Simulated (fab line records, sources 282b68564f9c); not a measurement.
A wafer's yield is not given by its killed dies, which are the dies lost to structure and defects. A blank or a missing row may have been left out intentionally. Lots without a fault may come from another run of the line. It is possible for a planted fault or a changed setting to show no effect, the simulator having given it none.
fab line records / flow ritCmos
record: lots: 13 wafers: 39 lastDay: 7
route steps=202 shown ACTIVE@4 M1@202
lots with no fault: from the same line, run without faults
startH: hours from the record's first day to the start of the lot's first wafer shown / waitH: hours from the lot's prior step to this one / " unchanged from the row above / L1.1+2: a single row standing in for several wafers / - either no value or no given start / * or withheld: withheld / < > ~ a bound
route shown NAME@n: names a module that has steps shown in the file, with the first one's number in the route / usual: mean and standard deviation over wafers with no fault / same: alike in all rows / chamber/n: place in a boat / sites: the reading at each site / _std_site: standard deviation of those values / _edge_site: inner sites' mean taken away from outer sites' mean / radiusMm: for every site, how far away it sits from the centre of the wafer / mask NAME#n: copy n / behind: the most recent tool/chamber to have shaped the wafer / hold: reason for holding the lot/hours on hold/outcome of the hold / device: names the non-switching transistor (n, p or np) / end of line: the tests these same wafers got at the end of their route / step lacking rows: just its recipe / killed: count of dies lost to structure and defects at first sort (not the wafer's yield) / map: dies across one wafer; x = killed, . = not, _ = none there
set.NAME: the setting that was run; set.NAME@STEP: the one run at that earlier step / model.NAME: the simulator's own value behind a step, which no gauge read
steps of the route over a sample of lots; a table a step, a row a wafer
services: when a tool's chamber went out of use (startH, in hours from the record's first day, below 0 if earlier), for how many hours, and the reason
== steps ==
step: RIT_ACTIVE_CVD_03
recipe: material: Si3N4 targetThkNm: 150 tempC: 810 precursor: SiH2Cl2/NH3 timeS: 1500 pressureMtorr: 300 sih2cl2FlowSccm: 62.25 nh3FlowSccm: 150
usual: spikeTcCentreC: 812.5/1.2 spikeTcLoadC: 832.1/2.1 spikeTcSourceC: 830.3/2.6
lot.wafer=L331.2 tool=lpcvd-01 chamber=1 startH=13.02 waitH=0.0 spikeTcCentreC=810.2 spikeTcLoadC=833.5 spikeTcSourceC=830.4
lot.wafer=L331.4 tool=lpcvd-01 chamber=1 startH=13.02 waitH=0.0 spikeTcCentreC=810.9 spikeTcLoadC=828.5 spikeTcSourceC=830.1
lot.wafer=L331.6 tool=lpcvd-01 chamber=1 startH=13.02 waitH=0.0 spikeTcCentreC=811.9 spikeTcLoadC=831.7 spikeTcSourceC=831.5
lot.wafer=L332.1 tool=lpcvd-01 chamber=1 startH=17.82 waitH=0.1 spikeTcCentreC=811.8 spikeTcLoadC=831.0 spikeTcSourceC=830.8
lot.wafer=L332.4 tool=lpcvd-01 chamber=1 startH=17.82 waitH=0.1 spikeTcCentreC=812.0 spikeTcLoadC=831.9 spikeTcSourceC=830.5
lot.wafer=L332.6 tool=lpcvd-01 chamber=1 startH=17.82 waitH=0.1 spikeTcCentreC=813.1 spikeTcLoadC=832.5 spikeTcSourceC=830.8
lot.wafer=L333.1 tool=lpcvd-02 chamber=1 startH=22.56 waitH=0.1 spikeTcCentreC=812.5 spikeTcLoadC=830.7 spikeTcSourceC=833.9
lot.wafer=L333.5 tool=lpcvd-02 chamber=1 startH=22.56 waitH=0.1 spikeTcCentreC=812.1 spikeTcLoadC=832.4 spikeTcSourceC=831.9
lot.wafer=L333.6 tool=lpcvd-02 chamber=1 startH=22.56 waitH=0.1 spikeTcCentreC=809.6 spikeTcLoadC=832.0 spikeTcSourceC=833.8
lot.wafer=L334.1 tool=lpcvd-02 chamber=1 startH=27.11 waitH=0.1 spikeTcCentreC=811.3 spikeTcLoadC=830.8 spikeTcSourceC=835.0
lot.wafer=L334.2 tool=lpcvd-02 chamber=1 startH=27.11 waitH=0.1 spikeTcCentreC=811.9 spikeTcLoadC=832.4 spikeTcSourceC=834.0
lot.wafer=L334.3 tool=lpcvd-02 chamber=1 startH=27.11 waitH=0.1 spikeTcCentreC=811.1 spikeTcLoadC=831.4 spikeTcSourceC=833.0
lot.wafer=L335.1 tool=lpcvd-02 chamber=1 startH=32.11 waitH=0.1 spikeTcCentreC=813.0 spikeTcLoadC=830.7 spikeTcSourceC=834.7
lot.wafer=L335.3 tool=lpcvd-02 chamber=1 startH=32.11 waitH=0.1 spikeTcCentreC=811.4 spikeTcLoadC=829.9 spikeTcSourceC=833.2
lot.wafer=L335.5 tool=lpcvd-02 chamber=1 startH=32.11 waitH=0.1 spikeTcCentreC=810.9 spikeTcLoadC=832.1 spikeTcSourceC=832.5
lot.wafer=L336.1 tool=lpcvd-02 chamber=0 startH=37.44 waitH=0.1 spikeTcCentreC=812.1 spikeTcLoadC=834.2 spikeTcSourceC=825.3
lot.wafer=L336.2 tool=lpcvd-02 chamber=0 startH=37.44 waitH=0.1 spikeTcCentreC=813.9 spikeTcLoadC=833.9 spikeTcSourceC=826.6
lot.wafer=L336.4 tool=lpcvd-02 chamber=0 startH=37.44 waitH=0.1 spikeTcCentreC=815.2 spikeTcLoadC=834.0 spikeTcSourceC=825.7
lot.wafer=L340.1 tool=lpcvd-01 chamber=0 startH=58.38 waitH=0.1 spikeTcCentreC=811.2 spikeTcLoadC=832.4 spikeTcSourceC=830.6
lot.wafer=L340.2 tool=lpcvd-01 chamber=0 startH=58.38 waitH=0.1 spikeTcCentreC=813.3 spikeTcLoadC=829.0 spikeTcSourceC=830.2
lot.wafer=L340.4 tool=lpcvd-01 chamber=0 startH=58.38 waitH=0.1 spikeTcCentreC=812.1 spikeTcLoadC=831.1 spikeTcSourceC=829.5
lot.wafer=L341.4 tool=lpcvd-02 chamber=1 startH=63.51 waitH=0.0 spikeTcCentreC=825.2 spikeTcLoadC=844.8 spikeTcSourceC=845.9
lot.wafer=L341.5 tool=lpcvd-02 chamber=1 startH=63.51 waitH=0.0 spikeTcCentreC=824.8 spikeTcLoadC=843.6 spikeTcSourceC=847.7
lot.wafer=L341.6 tool=lpcvd-02 chamber=1 startH=63.51 waitH=0.0 spikeTcCentreC=824.4 spikeTcLoadC=845.1 spikeTcSourceC=846.7
lot.wafer=L343.2 tool=lpcvd-01 chamber=1 startH=74.41 waitH=0.0 spikeTcCentreC=811.2 spikeTcLoadC=829.5 spikeTcSourceC=830.8
lot.wafer=L343.3 tool=lpcvd-01 chamber=1 startH=74.41 waitH=0.0 spikeTcCentreC=813.1 spikeTcLoadC=832.2 spikeTcSourceC=829.4
lot.wafer=L343.5 tool=lpcvd-01 chamber=1 startH=74.41 waitH=0.0 spikeTcCentreC=812.7 spikeTcLoadC=831.3 spikeTcSourceC=830.0
lot.wafer=L349.1 tool=lpcvd-01 chamber=0 startH=102.63 waitH=0.1 spikeTcCentreC=812.7 spikeTcLoadC=830.4 spikeTcSourceC=831.5
lot.wafer=L349.3 tool=lpcvd-01 chamber=0 startH=102.63 waitH=0.1 spikeTcCentreC=812.0 spikeTcLoadC=828.9 spikeTcSourceC=830.4
lot.wafer=L349.6 tool=lpcvd-01 chamber=0 startH=102.63 waitH=0.1 spikeTcCentreC=811.9 spikeTcLoadC=830.3 spikeTcSourceC=831.2
lot.wafer=L351.1 tool=lpcvd-01 chamber=0 startH=112.33 waitH=0.1 spikeTcCentreC=812.0 spikeTcLoadC=832.1 spikeTcSourceC=830.8
lot.wafer=L351.3 tool=lpcvd-01 chamber=0 startH=112.33 waitH=0.1 spikeTcCentreC=812.4 spikeTcLoadC=832.0 spikeTcSourceC=830.5
lot.wafer=L351.4 tool=lpcvd-01 chamber=0 startH=112.33 waitH=0.1 spikeTcCentreC=812.3 spikeTcLoadC=830.7 spikeTcSourceC=831.6
lot.wafer=L352.1 tool=lpcvd-01 chamber=0 startH=118.65 waitH=0.6 spikeTcCentreC=812.5 spikeTcLoadC=832.2 spikeTcSourceC=831.9
lot.wafer=L352.3 tool=lpcvd-01 chamber=0 startH=118.65 waitH=0.6 spikeTcCentreC=813.8 spikeTcLoadC=829.7 spikeTcSourceC=830.8
lot.wafer=L352.5 tool=lpcvd-01 chamber=0 startH=118.65 waitH=0.6 spikeTcCentreC=814.0 spikeTcLoadC=830.8 spikeTcSourceC=829.4
lot.wafer=L353.3 tool=lpcvd-01 chamber=1 startH=122.11 waitH=0.0 spikeTcCentreC=811.7 spikeTcLoadC=832.7 spikeTcSourceC=830.8
lot.wafer=L353.4 tool=lpcvd-01 chamber=1 startH=122.11 waitH=0.0 spikeTcCentreC=813.3 spikeTcLoadC=832.4 spikeTcSourceC=829.6
lot.wafer=L353.5 tool=lpcvd-01 chamber=1 startH=122.11 waitH=0.0 spikeTcCentreC=811.3 spikeTcLoadC=831.9 spikeTcSourceC=830.9
step: RIT_ACTIVE_THK_MEAS_04
recipe: reads: Si3N4_of_ACTIVE_CVD_03
usual: ACTIVE_NITRIDE_THK: 151.4/1.6
lot.wafer=L331.2 tool=filmMetro-03 chamber=- startH=14.47 waitH=0.0 hold=- ACTIVE_NITRIDE_THK[nm]=148.4
lot.wafer=L331.4 tool=filmMetro-03 chamber=- startH=14.47 waitH=0.0 hold=- ACTIVE_NITRIDE_THK[nm]=147.6
lot.wafer=L331.6 tool=filmMetro-03 chamber=- startH=14.47 waitH=0.0 hold=- ACTIVE_NITRIDE_THK[nm]=148.7
lot.wafer=L332.1 tool=filmMetro-01 chamber=- startH=19.24 waitH=0.0 hold=- ACTIVE_NITRIDE_THK[nm]=151.8
lot.wafer=L332.4 tool=filmMetro-01 chamber=- startH=19.24 waitH=0.0 hold=- ACTIVE_NITRIDE_THK[nm]=153.0
lot.wafer=L332.6 tool=filmMetro-01 chamber=- startH=19.24 waitH=0.0 hold=- ACTIVE_NITRIDE_THK[nm]=152.6
lot.wafer=L333.1 tool=filmMetro-01 chamber=- startH=23.97 waitH=0.0 hold=- ACTIVE_NITRIDE_THK[nm]=151.3
lot.wafer=L333.5 tool=filmMetro-01 chamber=- startH=23.97 waitH=0.0 hold=- ACTIVE_NITRIDE_THK[nm]=153.0
lot.wafer=L333.6 tool=filmMetro-01 chamber=- startH=23.97 waitH=0.0 hold=- ACTIVE_NITRIDE_THK[nm]=152.4
lot.wafer=L334.1 tool=filmMetro-03 chamber=- startH=28.53 waitH=0.0 hold=- ACTIVE_NITRIDE_THK[nm]=152.2
lot.wafer=L334.2 tool=filmMetro-03 chamber=- startH=28.53 waitH=0.0 hold=- ACTIVE_NITRIDE_THK[nm]=151.1
lot.wafer=L334.3 tool=filmMetro-03 chamber=- startH=28.53 waitH=0.0 hold=- ACTIVE_NITRIDE_THK[nm]=150.8
lot.wafer=L335.1 tool=filmMetro-03 chamber=- startH=33.53 waitH=0.0 hold=- ACTIVE_NITRIDE_THK[nm]=150.5
lot.wafer=L335.3 tool=filmMetro-03 chamber=- startH=33.53 waitH=0.0 hold=- ACTIVE_NITRIDE_THK[nm]=150.4
lot.wafer=L335.5 tool=filmMetro-03 chamber=- startH=33.53 waitH=0.0 hold=- ACTIVE_NITRIDE_THK[nm]=152.4
lot.wafer=L336.1 tool=filmMetro-03 chamber=- startH=38.85 waitH=0.0 hold=- ACTIVE_NITRIDE_THK[nm]=151.6
lot.wafer=L336.2 tool=filmMetro-03 chamber=- startH=38.85 waitH=0.0 hold=- ACTIVE_NITRIDE_THK[nm]=152.1
lot.wafer=L336.4 tool=filmMetro-03 chamber=- startH=38.85 waitH=0.0 hold=- ACTIVE_NITRIDE_THK[nm]=152.6
lot.wafer=L340.1 tool=filmMetro-04 chamber=- startH=60.51 waitH=0.0 hold=- ACTIVE_NITRIDE_THK[nm]=150.3
lot.wafer=L340.2 tool=filmMetro-04 chamber=- startH=60.51 waitH=0.0 hold=- ACTIVE_NITRIDE_THK[nm]=151.0
lot.wafer=L340.4 tool=filmMetro-04 chamber=- startH=60.51 waitH=0.0 hold=- ACTIVE_NITRIDE_THK[nm]=150.8
lot.wafer=L341.4 tool=filmMetro-03 chamber=- startH=64.95 waitH=0.0 hold=awaitDispo/0.2h/release ACTIVE_NITRIDE_THK[nm]=190.1
lot.wafer=L341.5 tool=filmMetro-03 chamber=- startH=64.95 waitH=0.0 hold=awaitDispo/0.2h/release ACTIVE_NITRIDE_THK[nm]=190.3
lot.wafer=L341.6 tool=filmMetro-03 chamber=- startH=64.95 waitH=0.0 hold=awaitDispo/0.2h/release ACTIVE_NITRIDE_THK[nm]=189.4
lot.wafer=L341.4 tool=filmMetro-03 chamber=- startH=65.18 waitH=0.2 hold=- ACTIVE_NITRIDE_THK[nm]=190.1
lot.wafer=L341.5 tool=filmMetro-03 chamber=- startH=65.18 waitH=0.2 hold=- ACTIVE_NITRIDE_THK[nm]=190.3
lot.wafer=L341.6 tool=filmMetro-03 chamber=- startH=65.18 waitH=0.2 hold=- ACTIVE_NITRIDE_THK[nm]=189.4
lot.wafer=L343.2 tool=filmMetro-01 chamber=- startH=75.84 waitH=0.0 hold=- ACTIVE_NITRIDE_THK[nm]=149.0
lot.wafer=L343.3 tool=filmMetro-01 chamber=- startH=75.84 waitH=0.0 hold=- ACTIVE_NITRIDE_THK[nm]=149.2
lot.wafer=L343.5 tool=filmMetro-01 chamber=- startH=75.84 waitH=0.0 hold=- ACTIVE_NITRIDE_THK[nm]=150.4
lot.wafer=L349.1 tool=filmMetro-03 chamber=- startH=104.04 waitH=0.0 hold=- ACTIVE_NITRIDE_THK[nm]=149.6
lot.wafer=L349.3 tool=filmMetro-03 chamber=- startH=104.04 waitH=0.0 hold=- ACTIVE_NITRIDE_THK[nm]=149.9
lot.wafer=L349.6 tool=filmMetro-03 chamber=- startH=104.04 waitH=0.0 hold=- ACTIVE_NITRIDE_THK[nm]=150.0
lot.wafer=L351.1 tool=filmMetro-03 chamber=- startH=114.46 waitH=0.0 hold=- ACTIVE_NITRIDE_THK[nm]=151.2
lot.wafer=L351.3 tool=filmMetro-03 chamber=- startH=114.46 waitH=0.0 hold=- ACTIVE_NITRIDE_THK[nm]=151.4
lot.wafer=L351.4 tool=filmMetro-03 chamber=- startH=114.46 waitH=0.0 hold=- ACTIVE_NITRIDE_THK[nm]=150.9
lot.wafer=L352.1 tool=filmMetro-03 chamber=- startH=120.06 waitH=0.0 hold=- ACTIVE_NITRIDE_THK[nm]=150.6
lot.wafer=L352.3 tool=filmMetro-03 chamber=- startH=120.06 waitH=0.0 hold=- ACTIVE_NITRIDE_THK[nm]=149.1
lot.wafer=L352.5 tool=filmMetro-03 chamber=- startH=120.06 waitH=0.0 hold=- ACTIVE_NITRIDE_THK[nm]=150.4
lot.wafer=L353.3 tool=filmMetro-04 chamber=- startH=123.55 waitH=0.0 hold=- ACTIVE_NITRIDE_THK[nm]=150.1
lot.wafer=L353.4 tool=filmMetro-04 chamber=- startH=123.55 waitH=0.0 hold=- ACTIVE_NITRIDE_THK[nm]=151.7
lot.wafer=L353.5 tool=filmMetro-04 chamber=- startH=123.55 waitH=0.0 hold=- ACTIVE_NITRIDE_THK[nm]=150.2
step: RIT_ACTIVE_ETCH_13
recipe: stopOn: SiO2 chemistry: SF6 target: Si3N4 timeS: 210 overEtchFrac: 0.4 SF6_flow_sccm: 200 pressureMtorr: 260 rfW: 125 targetDepthA: 2100
usual: drypumpMotorCurrentA: 6.0/0.47 oesProductAu: 0.824/0.013 throttleValvePct: 7.51/0.14
same: overEtchFrac: 0.4
lot.wafer=L331.2 tool=rieDiel-03 chamber=1 startH=15.76 waitH=0.1 drypumpMotorCurrentA=6.3 oesProductAu=0.814 rfHoursCounterH=1 throttleValvePct=7.59
lot.wafer=L331.4 tool=rieDiel-03 chamber=1 startH=15.76 waitH=0.1 drypumpMotorCurrentA=6.3 oesProductAu=0.824 rfHoursCounterH=- throttleValvePct=7.59
lot.wafer=L331.6 tool=rieDiel-03 chamber=2 startH=15.76 waitH=0.1 drypumpMotorCurrentA=6.0 oesProductAu=0.836 rfHoursCounterH=- throttleValvePct=7.33
lot.wafer=L332.1 tool=rieDiel-04 chamber=1 startH=20.57 waitH=0.1 drypumpMotorCurrentA=5.9 oesProductAu=0.832 rfHoursCounterH=2 throttleValvePct=7.54
lot.wafer=L332.4 tool=rieDiel-04 chamber=2 startH=20.57 waitH=0.1 drypumpMotorCurrentA=5.2 oesProductAu=0.828 rfHoursCounterH=94 throttleValvePct=7.28
lot.wafer=L332.6 tool=rieDiel-04 chamber=2 startH=20.57 waitH=0.1 drypumpMotorCurrentA=5.2 oesProductAu=0.832 rfHoursCounterH=- throttleValvePct=7.27
lot.wafer=L333.1 tool=rieDiel-03 chamber=1 startH=25.28 waitH=0.1 drypumpMotorCurrentA=6.3 oesProductAu=0.828 rfHoursCounterH=1 throttleValvePct=7.59
lot.wafer=L333.5 tool=rieDiel-03 chamber=3 startH=25.28 waitH=0.1 drypumpMotorCurrentA=5.5 oesProductAu=0.845 rfHoursCounterH=- throttleValvePct=7.72
lot.wafer=L333.6 tool=rieDiel-03 chamber=0 startH=25.28 waitH=0.1 drypumpMotorCurrentA=6.6 oesProductAu=0.810 rfHoursCounterH=- throttleValvePct=7.57
lot.wafer=L334.1 tool=rieDiel-04 chamber=1 startH=29.71 waitH=0.1 drypumpMotorCurrentA=5.9 oesProductAu=0.826 rfHoursCounterH=2 throttleValvePct=7.52
lot.wafer=L334.2 tool=rieDiel-04 chamber=2 startH=29.71 waitH=0.1 drypumpMotorCurrentA=5.2 oesProductAu=0.815 rfHoursCounterH=95 throttleValvePct=7.28
lot.wafer=L334.3 tool=rieDiel-04 chamber=0 startH=29.71 waitH=0.1 drypumpMotorCurrentA=6.5 oesProductAu=0.813 rfHoursCounterH=3 throttleValvePct=7.64
lot.wafer=L335.1 tool=rieDiel-03 chamber=1 startH=34.71 waitH=0.1 drypumpMotorCurrentA=6.3 oesProductAu=0.822 rfHoursCounterH=1 throttleValvePct=7.59
lot.wafer=L335.3 tool=rieDiel-03 chamber=2 startH=34.71 waitH=0.1 drypumpMotorCurrentA=6.0 oesProductAu=0.838 rfHoursCounterH=72 throttleValvePct=7.34
lot.wafer=L335.5 tool=rieDiel-03 chamber=3 startH=34.71 waitH=0.1 drypumpMotorCurrentA=5.5 oesProductAu=0.838 rfHoursCounterH=- throttleValvePct=7.71
lot.wafer=L336.1 tool=rieDiel-04 chamber=0 startH=40.16 waitH=0.1 drypumpMotorCurrentA=6.5 oesProductAu=0.810 rfHoursCounterH=3 throttleValvePct=7.66
lot.wafer=L336.2 tool=rieDiel-04 chamber=3 startH=40.16 waitH=0.1 drypumpMotorCurrentA=6.1 oesProductAu=0.822 rfHoursCounterH=14 throttleValvePct=7.43
lot.wafer=L336.4 tool=rieDiel-04 chamber=1 startH=40.16 waitH=0.1 drypumpMotorCurrentA=5.9 oesProductAu=0.832 rfHoursCounterH=3 throttleValvePct=7.51
lot.wafer=L340.1 tool=rieDiel-04 chamber=0 startH=61.81 waitH=0.1 drypumpMotorCurrentA=6.5 oesProductAu=0.811 rfHoursCounterH=3 throttleValvePct=7.65
lot.wafer=L340.2 tool=rieDiel-04 chamber=2 startH=61.81 waitH=0.1 drypumpMotorCurrentA=5.2 oesProductAu=0.829 rfHoursCounterH=95 throttleValvePct=7.27
lot.wafer=L340.4 tool=rieDiel-04 chamber=3 startH=61.81 waitH=0.1 drypumpMotorCurrentA=6.1 oesProductAu=0.819 rfHoursCounterH=14 throttleValvePct=7.43
lot.wafer=L341.4 tool=rieDiel-03 chamber=3 startH=69.57 waitH=0.1 drypumpMotorCurrentA=5.5 oesProductAu=0.957 rfHoursCounterH=20 throttleValvePct=7.70
lot.wafer=L341.5 tool=rieDiel-03 chamber=3 startH=69.57 waitH=0.1 drypumpMotorCurrentA=5.5 oesProductAu=0.953 rfHoursCounterH=- throttleValvePct=7.72
lot.wafer=L341.6 tool=rieDiel-03 chamber=2 startH=69.57 waitH=0.1 drypumpMotorCurrentA=6.0 oesProductAu=0.961 rfHoursCounterH=- throttleValvePct=7.33
lot.wafer=L343.2 tool=rieDiel-04 chamber=3 startH=77.14 waitH=0.1 drypumpMotorCurrentA=6.1 oesProductAu=0.814 rfHoursCounterH=14 throttleValvePct=7.43
lot.wafer=L343.3 tool=rieDiel-04 chamber=2 startH=77.14 waitH=0.1 drypumpMotorCurrentA=5.2 oesProductAu=0.810 rfHoursCounterH=95 throttleValvePct=7.28
lot.wafer=L343.5 tool=rieDiel-04 chamber=0 startH=77.14 waitH=0.1 drypumpMotorCurrentA=6.5 oesProductAu=0.811 rfHoursCounterH=- throttleValvePct=7.66
lot.wafer=L349.1 tool=rieDiel-03 chamber=0 startH=105.35 waitH=0.1 drypumpMotorCurrentA=6.6 oesProductAu=0.789 rfHoursCounterH=25 throttleValvePct=7.59
lot.wafer=L349.3 tool=rieDiel-03 chamber=3 startH=105.35 waitH=0.1 drypumpMotorCurrentA=5.5 oesProductAu=0.836 rfHoursCounterH=21 throttleValvePct=7.71
lot.wafer=L349.6 tool=rieDiel-03 chamber=1 startH=105.35 waitH=0.1 drypumpMotorCurrentA=6.3 oesProductAu=0.827 rfHoursCounterH=- throttleValvePct=7.59
lot.wafer=L351.1 tool=rieDiel-04 chamber=0 startH=115.76 waitH=0.1 drypumpMotorCurrentA=6.5 oesProductAu=0.820 rfHoursCounterH=4 throttleValvePct=7.67
lot.wafer=L351.3 tool=rieDiel-04 chamber=1 startH=115.76 waitH=0.1 drypumpMotorCurrentA=5.9 oesProductAu=0.827 rfHoursCounterH=4 throttleValvePct=7.53
lot.wafer=L351.4 tool=rieDiel-04 chamber=3 startH=115.76 waitH=0.1 drypumpMotorCurrentA=6.1 oesProductAu=0.815 rfHoursCounterH=15 throttleValvePct=7.43
lot.wafer=L352.1 tool=rieDiel-04 chamber=3 startH=121.47 waitH=0.1 drypumpMotorCurrentA=6.1 oesProductAu=0.814 rfHoursCounterH=15 throttleValvePct=7.43
lot.wafer=L352.3 tool=rieDiel-04 chamber=1 startH=121.47 waitH=0.1 drypumpMotorCurrentA=5.9 oesProductAu=0.828 rfHoursCounterH=4 throttleValvePct=7.53
lot.wafer=L352.5 tool=rieDiel-04 chamber=1 startH=121.47 waitH=0.1 drypumpMotorCurrentA=5.9 oesProductAu=0.816 rfHoursCounterH=- throttleValvePct=7.53
lot.wafer=L353.3 tool=rieDiel-03 chamber=3 startH=124.77 waitH=0.1 drypumpMotorCurrentA=5.5 oesProductAu=0.830 rfHoursCounterH=22 throttleValvePct=7.71
lot.wafer=L353.4 tool=rieDiel-03 chamber=2 startH=124.77 waitH=0.1 drypumpMotorCurrentA=6.0 oesProductAu=0.832 rfHoursCounterH=74 throttleValvePct=7.32
lot.wafer=L353.5 tool=rieDiel-03 chamber=0 startH=124.77 waitH=0.1 drypumpMotorCurrentA=6.5 oesProductAu=0.796 rfHoursCounterH=- throttleValvePct=7.56
step: RIT_M1_PROBE_99
usual: killedAtContacts: 0.0/0.2 killedAtFrontEnd: 6.8/3 killedDies: 6.9/3 killedOpen: 3.3/1.9 killedShort: 3.6/1.9
same: grossDies: 264 killed_at_M0_to_M3: 0 killed_at_M4_up: 0 killedAtBackSide: 0 killedAtOther: 0
lot.wafer=L341.4 tool=prober-02 chamber=- startH=122.95 waitH=0.2 killedAtContacts=0 killedAtFrontEnd=13 killedDies=13 killedOpen=7 killedShort=6
lot.wafer=L341.5 tool=prober-02 chamber=- startH=123.00 waitH=0.2 killedAtContacts=0 killedAtFrontEnd=11 killedDies=11 killedOpen=5 killedShort=6
lot.wafer=L341.6 tool=prober-02 chamber=- startH=123.05 waitH=0.2 killedAtContacts=0 killedAtFrontEnd=13 killedDies=13 killedOpen=6 killedShort=7
killed by level:class
L341.4 GATE:geometricParticle:open=3 ACTIVE:geometricParticle:short=1 FOX2:geometricParticle:open=1 FOX2:geometricParticle:short=1 GATE:geometricParticle:short=1 REOX:geometricParticle:open=1 REOX:geometricParticle:short=1 SPACER:geometricParticle:short=1
L341.5 GATE:geometricParticle:open=4 FOX2:geometricParticle:short=3 FOX1:geometricParticle:short=1 GATE:geometricParticle:short=1 REOX:geometricParticle:short=1 REOX:geometricParticle:open=1
L341.6 FOX2:geometricParticle:open=5 GATE:geometricParticle:short=4 SPACER:geometricParticle:short=3 SPACER:geometricParticle:open=1
== services ==
tool=rieDiel-04 chamber=2 startH=-6.14 hours=8.2 kind=repair
tool=rieDiel-04 chamber=- startH=5.63 hours=14.6 kind=pm
tool=rieDiel-03 chamber=3 startH=13.76 hours=4.6 kind=repair
== key ==
firstSign: step: RIT_ACTIVE_CVD_03 reading: spikeTcCentreC direction: up sigmas: 10 usual: 812.5 struck: 824.8
effect: step: RIT_ACTIVE_CVD_03 reading: spikeTcSourceC direction: up sigmas: 6.3 usual: 830.3 struck: 846.8
effect: step: RIT_ACTIVE_THK_MEAS_04 reading: visit direction: added
effect: step: RIT_ACTIVE_THK_MEAS_04 reading: ACTIVE_NITRIDE_THK direction: up sigmas: 24 usual: 151.4 struck: 189.9
effect: step: RIT_ACTIVE_ETCH_13 reading: oesProductAu direction: up sigmas: 10 usual: 0.824 struck: 0.957
metAt RIT_ACTIVE_CVD_03
struckLots L341
struckWafers L341.4,L341.5,L341.6
testerLeftOut L341
onsetBetween 32.11 63.51
fault: kind: processParameterDrift tool: lpcvd-02 chamber: 1 onsetH: 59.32 steps: RIT_ACTIVE_CVD_03 channel: tempC offset: * shape: step endH: 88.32 actsIn: * stated: *
testerLeftOut: of these lots the tester's yield and bins aren't shown, on N5 and GAA mostly nor the transistor test; their killed dies are dies lost to structure and defects alone, not to doping, threshold or leakage, so they don't give the yield
